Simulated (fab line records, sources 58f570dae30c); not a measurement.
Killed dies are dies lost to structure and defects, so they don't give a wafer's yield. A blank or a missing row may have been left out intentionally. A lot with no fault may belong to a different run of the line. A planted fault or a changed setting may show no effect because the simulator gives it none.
The tool behind it: which one? | flow berkeleyCmos170 | route of 331 steps, sampled at 1 step: 15 lots, 45 wafers

## WHAT THE GAUGES READ, wafer by wafer
Not one reading of a measure or inspect step in the record can be checked against a usual standard deviation.

## EACH LOT AND THE TOOL THAT RAN IT (in order: tool; ch and the chambers of the sampled wafers; start)
lot  | UCB170_V1_EXPOSE_09
L966 | krfScanner-02 ch 0, day 8 08:04
L967 | krfScanner-02 ch 0, day 8 18:11
L969 | krfScanner-02 ch 0, day 8 20:40
L968 | krfScanner-01 ch 0, day 8 23:40
L972 | krfScanner-02 ch 0, day 9 13:42
L973 | krfScanner-01 ch 0, day 9 17:34
L976 | krfScanner-02 ch 0, day 10 05:20
L977 | krfScanner-02 ch 0, day 10 06:34
L978 | krfScanner-01 ch 0, day 10 11:23
L984 | krfScanner-01, day 11 16:25
L982 | krfScanner-01, day 11 17:40
L986 | krfScanner-01, day 12 07:16
L989 | krfScanner-02 ch 0, day 13 04:31
L987 | krfScanner-02 ch 0, day 13 06:40
L988 | krfScanner-02 ch 0, day 13 08:34
- UCB170_V1_EXPOSE_09: exposes mask VIA1, target cd 700 nm.

## AS READ BY THE TOOLS THEMSELVES (means over the sampled wafers that have a number; for cases with no such wafer, the mark the record gives instead)
UCB170_V1_EXPOSE_09.
lot  | tool          | exposureDoseMJCm2 | focusOffsetNm (nm)
L966 | krfScanner-02 | 37.00             | -0.6
L967 | krfScanner-02 | 36.95             | -0.3
L969 | krfScanner-02 | 36.99             | -0.4
L968 | krfScanner-01 | 37.00             | -0.1
L972 | krfScanner-02 | 37.02             | -0.1
L973 | krfScanner-01 | 37.02             | 0.3
L976 | krfScanner-02 | 37.04             | 0.3
L977 | krfScanner-02 | 37.04             | -0.8
L978 | krfScanner-01 | 37.01             | -0.3
L984 | krfScanner-01 | -                 | -
L982 | krfScanner-01 | -                 | -
L986 | krfScanner-01 | -                 | -
L989 | krfScanner-02 | 37.02             | -0.4
L987 | krfScanner-02 | 36.98             | 0.6
L988 | krfScanner-02 | 37.00             | 0.3

## THE ANSWER, worked out from the rows above alone
Rule: usual is defined by the lots themselves. Put in order of their means at a reading, lots are off if they are a third of the lots or fewer, leave a main group of 4 or more, and stand apart from it by a gap of 3 or more times the standard deviation of the main group's means; of several such gaps the widest counts. The tables above print the reading to a certain number of digits; a main group whose means all agree to those digits is not used. Also off: a lot with no number at a reading for which 4 or more lots have one. Any other lot the step has rows for is counted as sound. Order of review: gauges by route order, followed by the tools' own readings, for which a lot's mean as printed above is used. At the first step where some lot is off, the reading lying furthest off is the one used; lots without a number count as furthest.
Off at UCB170_V1_EXPOSE_09 (exposureDoseMJCm2): L984, L982, L986. Without a number there: L984, L982, L986. For the main group the mean is 37.01 and the standard deviation 0.024.
A tool fits if, at that step or a process step before it, it ran every lot that is off, and no sound lot after the first of them. One fits: UCB170_V1_EXPOSE_09 on krfScanner-01. A fault onset in the window from L978 (day 10 11:23, its last sound lot) to L984 (day 11 16:25, its first lot off) fits.
Blank at UCB170_V1_EXPOSE_09 on the lots that are off, where sound lots have numbers: exposureDoseMJCm2, focusOffsetNm.

## WHAT WAS PUT IN BY THE SIMULATOR
Step skipped in full: krfScanner-01, at UCB170_V1_EXPOSE_09, from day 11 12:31 onward. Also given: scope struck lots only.
Lots struck among those shown: L984, L982, L986. The rule given above showed the same thing.
